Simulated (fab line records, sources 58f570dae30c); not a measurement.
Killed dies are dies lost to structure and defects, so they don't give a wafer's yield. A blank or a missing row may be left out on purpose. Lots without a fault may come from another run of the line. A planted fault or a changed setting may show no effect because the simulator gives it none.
Which tool did it? | flow berkeley_cmos170 | 14 lots, 42 wafers sampled, at 2 steps of a route of 331

WHAT THE GAUGES READ, wafer by wafer
UCB170_GATE_THK_MEAS_05. Usual: GATE_POLY_THK 213.7 nm, standard deviation 2.7.
lot  | measured     | on            | GATE_POLY_THK (nm)                  | flag
L479 | day 6 00:48  | film_metro-01 | 215.6 215.6 213.7                   |
L481 | day 6 00:49  | film_metro-04 | 209.9 210.4 209.5                   |
L486 | day 7 05:30  | film_metro-04 | 117.2 114.6 117.7 117.2 114.7 117.7 | OFF
L487 | day 7 05:30  | film_metro-02 | 112.9 113.3 113.6 113.0 113.3 113.5 | OFF
L489 | day 7 15:15  | film_metro-04 | 215.2 214.3 214.6                   |
L491 | day 8 00:13  | film_metro-04 | 211.6 210.7 213.6                   |
L495 | day 9 11:19  | film_metro-01 | 206.7 205.9 208.4                   |
L496 | day 9 11:20  | film_metro-02 | 210.3 210.9 210.4                   |
L497 | day 9 11:20  | film_metro-04 | 209.9 208.1 208.9                   |
L498 | day 10 02:53 | film_metro-02 | 215.5 214.9 214.9                   |
L499 | day 10 02:53 | film_metro-04 | 212.6 212.6 214.3                   |
L500 | day 10 06:58 | film_metro-01 | 216.9 216.1 216.3                   |
L501 | day 10 18:25 | film_metro-01 | 210.1 212.7 213.8                   |
L502 | day 10 18:25 | film_metro-02 | 215.0 215.9 214.3                   |

WHICH TOOL RAN EACH LOT (tool, then ch and the chambers of the sampled wafers, then the start)
lot  | UCB170_GATE_CVD_04
L479 | lpcvd-02 ch 1, day 5 23:23
L481 | lpcvd-02 ch 1, day 5 23:23
L486 | lpcvd-01 ch 0, day 7 04:05
L487 | lpcvd-01 ch 1, day 7 04:05
L489 | lpcvd-02 ch 0, day 7 13:50
L491 | lpcvd-02 ch 1, day 7 22:05
L495 | lpcvd-02 ch 1, day 9 09:55
L496 | lpcvd-02 ch 1, day 9 09:55
L497 | lpcvd-02 ch 1, day 9 09:55
L498 | lpcvd-02 ch 1, day 10 01:28
L499 | lpcvd-02 ch 1, day 10 01:28
L500 | lpcvd-01 ch 1, day 10 05:34
L501 | lpcvd-01 ch 0, day 10 17:01
L502 | lpcvd-01 ch 1, day 10 17:01
- UCB170_GATE_CVD_04: deposits poly-Si from SiH4, time 1440 s, target thk 214 nm.

WHAT THE TOOLS THEMSELVES READ (means of the sampled wafers that have a number; where no wafer has one, the mark that the record gives instead)
UCB170_GATE_CVD_04. Usual: spike_tc_centre_C 612.8 C, standard deviation 1.2; spike_tc_load_C 633 C, standard deviation 4.3; spike_tc_source_C 631 C, standard deviation 3; susceptor_temp_C 609.99 C, standard deviation 0.27.
lot  | tool     | spike_tc_centre_C (C) | spike_tc_load_C (C) | spike_tc_source_C (C) | susceptor_temp_C (C) | flag
L479 | lpcvd-02 | 612.9                 | 637                 | 633                   | 610.19               |
L481 | lpcvd-02 | 613.8                 | 638                 | 633                   | 609.99               |
L486 | lpcvd-01 | 587.7                 | 608                 | 607                   | 584.86               | OFF
L487 | lpcvd-01 | 586.5                 | 604                 | 602                   | 584.99               | OFF
L489 | lpcvd-02 | 612.9                 | 632                 | 632                   | 609.59               |
L491 | lpcvd-02 | 613.1                 | 638                 | 634                   | 609.71               |
L495 | lpcvd-02 | 613.2                 | 638                 | 634                   | 610.16               |
L496 | lpcvd-02 | 613.8                 | 638                 | 633                   | 609.79               |
L497 | lpcvd-02 | 613.7                 | 636                 | 633                   | 610.29               |
L498 | lpcvd-02 | 614.0                 | 636                 | 632                   | 609.83               |
L499 | lpcvd-02 | 612.9                 | 638                 | 633                   | 610.04               |
L500 | lpcvd-01 | 611.5                 | 628                 | 626                   | 609.62               |
L501 | lpcvd-01 | 613.9                 | 634                 | 631                   | 609.62               |
L502 | lpcvd-01 | 612.4                 | 628                 | 628                   | 609.86               |

THE ANSWER, worked out from the rows above alone
Rule: a lot is off if the mean of its wafers that have a number lies more than 3 standard deviations from the usual mean. A lot without any number at a reading at which 4 lots or more have one is off too. The other lots that the step has rows for count as sound. The gauges are gone through in route order, then the tools' own readings, and for those a lot's mean is taken as printed above. The first step at which some lot is off is used, and at that step the reading that is off furthest; a lot without a number counts as furthest.
Off: L486, L487, at UCB170_GATE_THK_MEAS_05 (GATE_POLY_THK).
A tool fits if, at a process step before that reading, it ran every lot that is off, and no sound lot after the first of them. The gauges at UCB170_GATE_THK_MEAS_05 aren't tried: what is off there is off at UCB170_GATE_CVD_04 too, on other tools, and a gauge's error can't cause that. None of those tried fits.

WHAT THE SIMULATOR HAD PUT IN
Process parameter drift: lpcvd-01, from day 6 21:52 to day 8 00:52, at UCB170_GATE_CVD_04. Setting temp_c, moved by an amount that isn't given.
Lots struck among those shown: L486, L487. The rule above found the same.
